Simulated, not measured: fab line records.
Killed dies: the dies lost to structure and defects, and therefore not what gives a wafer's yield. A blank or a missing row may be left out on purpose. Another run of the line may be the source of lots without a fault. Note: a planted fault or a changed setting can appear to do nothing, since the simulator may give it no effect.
A single fault, viewed from 2 desks ; flow rit_cmos ; numbers are kept per desk, each desk with only its own; the story behind them comes last

THE TOOL OWNER'S DESK: litho_track-01
The tool's own readings at RIT_ACTIVE_COAT_06 (resist thk 1000 nm): means of the sampled wafers that have a number, for each lot that ran on this tool. The brackets show how far a lot's mean lies from the usual mean; more than 4 standard deviations puts the lot out of limits, marked OUT.
Columns: A = spin_speed_rpm at RIT_ACTIVE_COAT_06, usual 3250.2 rpm
lot;first seen here;A
L136;day 1 13:54;3246.9
L139;day 2 05:18;3250.8
L140;day 2 10:54;3249.4
L141;day 2 17:54;3474.5 (+99 or more) OUT
L142;day 2 20:54;3471.7 (+99 or more) OUT
L144;day 3 07:37;3472.9 (+99 or more) OUT
This desk's verdict: out of limits on L141, L142, L144, starting with L141 at day 2 17:54 (spin_speed_rpm at RIT_ACTIVE_COAT_06). Within limits: L136, L139, L140.

AT THE METROLOGY DESK
What the gauges read, lot by lot, whatever tool the lot ran on: means of the sampled wafers that have a number. The brackets show how far a lot's mean lies from the usual mean; more than 4 standard deviations puts the lot out of limits, marked OUT.
Columns: A = INCOMING_BOW at RIT_ACTIVE_BOW_MEAS_00, usual 0 um; B = cd_nm at RIT_ACTIVE_CD_MEAS_11, usual 1400.1 nm; C = NWELL_OVL at RIT_NWELL_OVL_MEAS_06, usual 0.6 nm
lot;first seen here;A;B;C
L136;day 1 10:04;-10;1398.8;-0.4
L138;day 1 20:00;1;1399.3;-1.6
L139;day 2 01:01;0;1398.4;1.6
L140;day 2 06:01;1;1400.8;1.2
L141;day 2 11:00;-1;1394.3;0.2
L142;day 2 16:00;-2;1398.5;3.2
L144;day 3 02:00;-5;1397.8;0.8
L147;day 3 17:00;0;1401.9;0.4
L149;day 4 03:01;3;1403.0;-0.5
L150;day 4 08:00;-1;1398.3;-3.0
L152;day 4 18:00;1;1399.3;0.8
L154;day 5 04:01;-3;1404.6;-0.4
L155;day 5 09:00;-1;1398.8;1.2
L157;day 5 19:00;6;1398.9;2.2
L159;day 6 05:01;0;1396.2;-0.2
This desk's finding: nothing out of limits on any of the 15 lots.

PUT TOGETHER
At day 2 17:54, on L141, L142, L144, the tool owner's desk was in a position to raise an alarm.
From the metrology desk's view, nothing was out of limits.
The metrology desk holds a record of L141, L142, L144, inside its limits.
On litho_track-01, each named lot ran RIT_ACTIVE_COAT_06.

WHAT THE SIMULATOR HAD INSERTED
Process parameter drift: litho_track-01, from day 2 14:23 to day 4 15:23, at RIT_ACTIVE_COAT_06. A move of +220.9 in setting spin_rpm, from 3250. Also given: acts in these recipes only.
Struck lots among those shown: L141, L142, L144.
Time in hours from fault onset to the first out-of-limits reading at each desk: the tool owner's desk, 4.
